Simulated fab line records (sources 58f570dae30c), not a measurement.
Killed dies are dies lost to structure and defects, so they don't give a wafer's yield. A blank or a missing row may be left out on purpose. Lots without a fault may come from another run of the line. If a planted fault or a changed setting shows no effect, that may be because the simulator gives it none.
Which tool is to blame? | flow berkeley cmos170 | 18 wafers from 6 lots sampled at 3 of the route's 331 steps

## WHAT EACH GAUGE READ, for each wafer
UCB170_M1_RS_MEAS_01: measures by four-point-probe.
lot  | measured     | on            | M1_AL_RS (ohm/sq)
L967 | day 8 04:13  | film metro-01 | 0.0481 0.0484 0.0480
L972 | day 9 03:59  | film metro-03 | 0.0486 0.0489 0.0487
L975 | day 9 14:35  | film metro-03 | 0.0485 0.0486 0.0485
L978 | day 10 14:51 | film metro-03 | 0.0481 0.0483 0.0482
L984 | day 11 12:41 | film metro-03 | 0.0487 0.0487 0.0521 0.0489 0.0487 0.0521
L987 | day 12 11:53 | film metro-03 | 0.0488 0.0484 0.0486

## TOOL THAT RAN EACH LOT (tool first, then ch and the chambers of the sampled wafers, then the start)
lot  | UCB170_ZERO_ETCH_06               | UCB170_M1_SPUTTER_00
L967 | rie diel-01 ch 1,3, day 2 02:17   | pvd sputter-04, day 8 04:09
L972 | rie diel-03 ch 0,2,3, day 3 03:49 | pvd sputter-01, day 9 03:54
L975 | rie diel-01 ch 1,2,3, day 3 20:06 | pvd sputter-04, day 9 14:31
L978 | rie diel-03 ch 0,1,3, day 4 09:50 | pvd sputter-04, day 10 14:46
L984 | rie diel-01 ch 0,1,2, day 5 11:28 | pvd sputter-04, day 11 12:38
L987 | rie diel-02 ch 2,3, day 6 06:59   | pvd sputter-02, day 12 11:50
- UCB170_ZERO_ETCH_06: etches SiO2 in CHF3/CF4/Ar, time 12 s.
- UCB170_M1_SPUTTER_00: material Al, target thk 600 nm, time 80 s.

## THE ANSWER, worked out from the rows above alone
Rule: the usual values come from the lots themselves. Put in order of their means at a reading, lots are off if they are a third of the lots or fewer, leave a main group of 4 or more, and stand apart from it by a gap of 3 or more times the standard deviation of the main group's means; of several such gaps the widest counts. A main group whose means are all the same, to the digits that the tables above print for the reading, isn't used. A lot without any number at a reading at which 4 lots or more have one is off too. The other lots that the step has rows for count as sound.
Off: L984, at UCB170_M1_RS_MEAS_01 (M1_AL_RS). For the main group the mean is 0.0484 ohm/sq and the standard deviation 0.00022.
A tool fits if, at a process step before that reading, it ran every lot that is off, and no sound lot after the first of them. The gauges at UCB170_M1_RS_MEAS_01 are tried like those tools. This does not decide it: 2 tools fit, namely rie diel-01 at UCB170_ZERO_ETCH_06 and pvd sputter-04 at UCB170_M1_SPUTTER_00.

## WHAT HAD BEEN PUT IN BY THE SIMULATOR
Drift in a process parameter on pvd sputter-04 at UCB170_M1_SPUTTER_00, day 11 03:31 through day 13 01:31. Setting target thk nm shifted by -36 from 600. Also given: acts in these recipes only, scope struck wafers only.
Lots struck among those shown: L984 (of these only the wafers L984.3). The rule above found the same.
